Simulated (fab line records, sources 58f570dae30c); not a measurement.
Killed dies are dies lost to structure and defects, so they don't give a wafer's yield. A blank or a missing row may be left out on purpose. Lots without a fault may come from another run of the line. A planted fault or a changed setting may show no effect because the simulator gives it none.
Chamber matching | flow berkeley_cmos170 | UCB170_GATE_ETCH_15 on rie_si-01: 4 sister chambers
The step etches poly-Si in HBr/Cl2, stops on SiO2, time 56.3 s, target depth 278.2 nm. 16 wafers are shown with their chamber, then 8 later ones without.

WAFERS WITH THEIR CHAMBER
wafer  | chamber | throttle_valve_pct (%) | oes_product_au (a.u.)
L481.1 | 2       | 26.36                  | 0.823
L481.2 | 3       | 26.11                  | 0.856
L481.3 | 0       | 26.32                  | 0.814
L482.2 | 3       | 26.10                  | 0.842
L482.4 | 2       | 26.38                  | 0.818
L482.6 | 2       | 26.37                  | 0.824
L491.1 | 1       | 26.34                  | 0.819
L491.4 | 0       | 26.33                  | 0.811
L491.5 | 0       | 26.33                  | 0.806
L492.2 | 1       | 26.31                  | 0.810
L492.5 | 0       | 26.33                  | 0.803
L492.6 | 1       | 26.34                  | 0.806
L496.1 | 1       | 26.33                  | 0.831
L496.2 | 0       | 26.32                  | 0.828
L496.5 | 1       | 26.35                  | 0.825
L497.1 | 3       | 26.11                  | 0.851

SIGNATURES (means of the wafers above)
reading            | chamber 0 | chamber 1 | chamber 2 | chamber 3 | scatter within a chamber
throttle_valve_pct | 26.3260   | 26.3340   | 26.3700   | 26.1067   | 0.0104
oes_product_au     | 0.81240   | 0.81820   | 0.82167   | 0.84967   | 0.00878
Rule: a wafer's distance from a chamber is the root of the sum, over the readings, of the square of ((its reading less the chamber's mean) divided by the reading's scatter). The wafer belongs to the nearest chamber; if the next one is less than 2 further off, it can't be placed. The scatter: the root of (the sum of the squares of (reading less its chamber's mean) over the shown wafers, divided by (wafers less chambers)).

WAFERS WITHOUT THEIR CHAMBER
wafer  | throttle_valve_pct (%) | oes_product_au (a.u.)
L497.2 | 26.37                  | 0.831
L497.3 | 26.33                  | 0.818
L499.1 | 26.30                  | 0.820
L499.3 | 26.09                  | 0.860
L499.6 | 26.33                  | 0.829
L502.1 | 26.32                  | 0.813
L502.4 | 26.34                  | 0.828
L502.6 | 26.31                  | 0.818

WHICH CHAMBER EACH WENT THROUGH
wafer  | from the rows above          | in truth
L497.2 | 2                            | 2
L497.3 | can't be placed: 1 or 0      | 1
L499.1 | can't be placed: 0 or 1      | 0
L499.3 | 3                            | 3
L499.6 | can't be placed: 1 or 0      | 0
L502.1 | can't be placed: 0 or 1      | 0
L502.4 | can't be placed: 1 or 0 or 2 | 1
L502.6 | can't be placed: 0 or 1      | 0
Placed correctly: 2 of 8. Can't be placed from these rows: 6 (the true chamber is among the candidates in 6). Placed wrongly: 0.
